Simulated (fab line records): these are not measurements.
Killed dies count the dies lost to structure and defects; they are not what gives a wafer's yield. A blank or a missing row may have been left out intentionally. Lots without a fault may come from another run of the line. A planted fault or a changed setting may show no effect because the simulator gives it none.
Lot-split experiment | flow berkeleyCmos170 | 23 wafers read across 5 lots, on a route 331 steps long

## THE SPLIT
At UCB170_FIELD_OXIDATION_01 (target thk 558.3 nm, ox time 7200 s), the setting tempC was moved away from the recipe's 1000 C on 15 of the 23 wafers read, by +1.5% to +2.8%. For the rest of the wafers, this setting stayed at what the recipe calls for.

## FROM THE SPLIT TO THE READING: what the file shows between them, 11 steps
- UCB170_FIELD_THK_MEAS_02
- UCB170_FIELD_ANNEAL_03: time 1200 s
- UCB170_FIELD_WET_ETCH_04: etches SiO2 in dHF, time 60 s
- UCB170_FIELD_WET_ETCH_05: etches Si3N4 in H3PO4, time 12600 s
- UCB170_FIELD_WET_ETCH_06: etches SiO2 in BOE, time 22 s
- UCB170_FIELD_THK_MEAS_90
- UCB170_SCREENOX_OXIDATION_01: target thk 14.4 nm, ox time 2400 s (also split here: oxTimeS)
- UCB170_SCREENOX_THK_MEAS_02
- UCB170_PVT_IMPLANT_07 (also split here: energyKev)
- UCB170_PVT_STRIP_08: strips in O2
- UCB170_GATE_WET_ETCH_00: etches SiO2 in dHF, time 200 s

## THE READING
FIELD_OXIDE_LEFT_2_THK at UCB170_FIELD_THK_MEAS_91, in nm. Typical for fault-free wafers on this fab line: 361 nm, with standard deviation 12 nm.

wafer  | tool, chamber at the split | tempC as run, C | against the recipe | FIELD_OXIDE_LEFT_2_THK, nm | against lot-mates on the recipe
L076.1 | -, -                       | 1027            | +2.7%              | 471                        | no lot-mate on the recipe
L076.3 | -, -                       | 1027            | +2.7%              | 455                        | no lot-mate on the recipe
L076.4 | -, -                       | 1027            | +2.7%              | 458                        | no lot-mate on the recipe
L076.5 | -, -                       | 1027            | +2.7%              | 460                        | no lot-mate on the recipe
L076.6 | -, -                       | 1027            | +2.7%              | 454                        | no lot-mate on the recipe
L077.1 | -, -                       | 1015            | +1.5%              | 434                        | no lot-mate on the recipe
L077.2 | -, -                       | 1015            | +1.5%              | 435                        | no lot-mate on the recipe
L077.3 | -, -                       | 1015            | +1.5%              | 435                        | no lot-mate on the recipe
L077.4 | -, -                       | 1015            | +1.5%              | 443                        | no lot-mate on the recipe
L077.6 | -, -                       | 1015            | +1.5%              | 432                        | no lot-mate on the recipe
L079.2 | -, -                       | 1028            | +2.8%              | 456                        | no lot-mate on the recipe
L079.3 | -, -                       | 1028            | +2.8%              | 455                        | no lot-mate on the recipe
L079.4 | -, -                       | 1028            | +2.8%              | 470                        | no lot-mate on the recipe
L079.5 | -, -                       | 1028            | +2.8%              | 450                        | no lot-mate on the recipe
L079.6 | -, -                       | 1028            | +2.8%              | 454                        | no lot-mate on the recipe
L082.2 | furnace-02, 0              | 1000            | recipe             | 362                        | -
L082.3 | furnace-02, 0              | 1000            | recipe             | 368                        | -
L082.6 | furnace-02, 0              | 1000            | recipe             | 365                        | -
L084.1 | -, -                       | 1000            | recipe             | 360                        | -
L084.3 | -, -                       | 1000            | recipe             | 364                        | -
L084.4 | -, -                       | 1000            | recipe             | 363                        | -
L084.5 | -, -                       | 1000            | recipe             | 364                        | -
L084.6 | -, -                       | 1000            | recipe             | 368                        | -

THE FIT
A straight line over all 23 wafers: FIELD_OXIDE_LEFT_2_THK changes by +34.1 nm for each +1% of tempC; r = +0.97; the points scatter about the line by 10 nm.
Too few moved wafers with a lot-mate on the recipe to fit a line net of each lot's own level.

## THE WHOLE CHAIN: every reading that the file lists as answering this split, in the file's order
step                      | what it does                        | reading                                                                           | change (the file's fit)              | r (the file's)
UCB170_FIELD_OXIDATION_01 | target thk 558.3 nm, ox time 7200 s | SiO2_of_FIELD_OXIDATION_01.thkNm (the simulator's own value, which no gauge read) | +33.5 nm for each +1% of the setting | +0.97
UCB170_FIELD_THK_MEAS_02  |                                     | FIELD_OXIDE_THK                                                                   | +33.4 for each +1% of the setting    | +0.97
UCB170_FIELD_WET_ETCH_04  | etches SiO2 in dHF, time 60 s       | SiO2_of_FIELD_OXIDATION_01.thkNm (the simulator's own value, which no gauge read) | +33.4 nm for each +1% of the setting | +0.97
UCB170_FIELD_THK_MEAS_90  |                                     | FIELD_OXIDE_LEFT_1_THK                                                            | +34 for each +1% of the setting      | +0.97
UCB170_FIELD_THK_MEAS_91  |                                     | FIELD_OXIDE_LEFT_2_THK                                                            | +34.1 for each +1% of the setting    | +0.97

## FILE'S OWN FIT
FIELD_OXIDE_LEFT_2_THK changes by +34.1 nm for each +1% of tempC, r = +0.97.
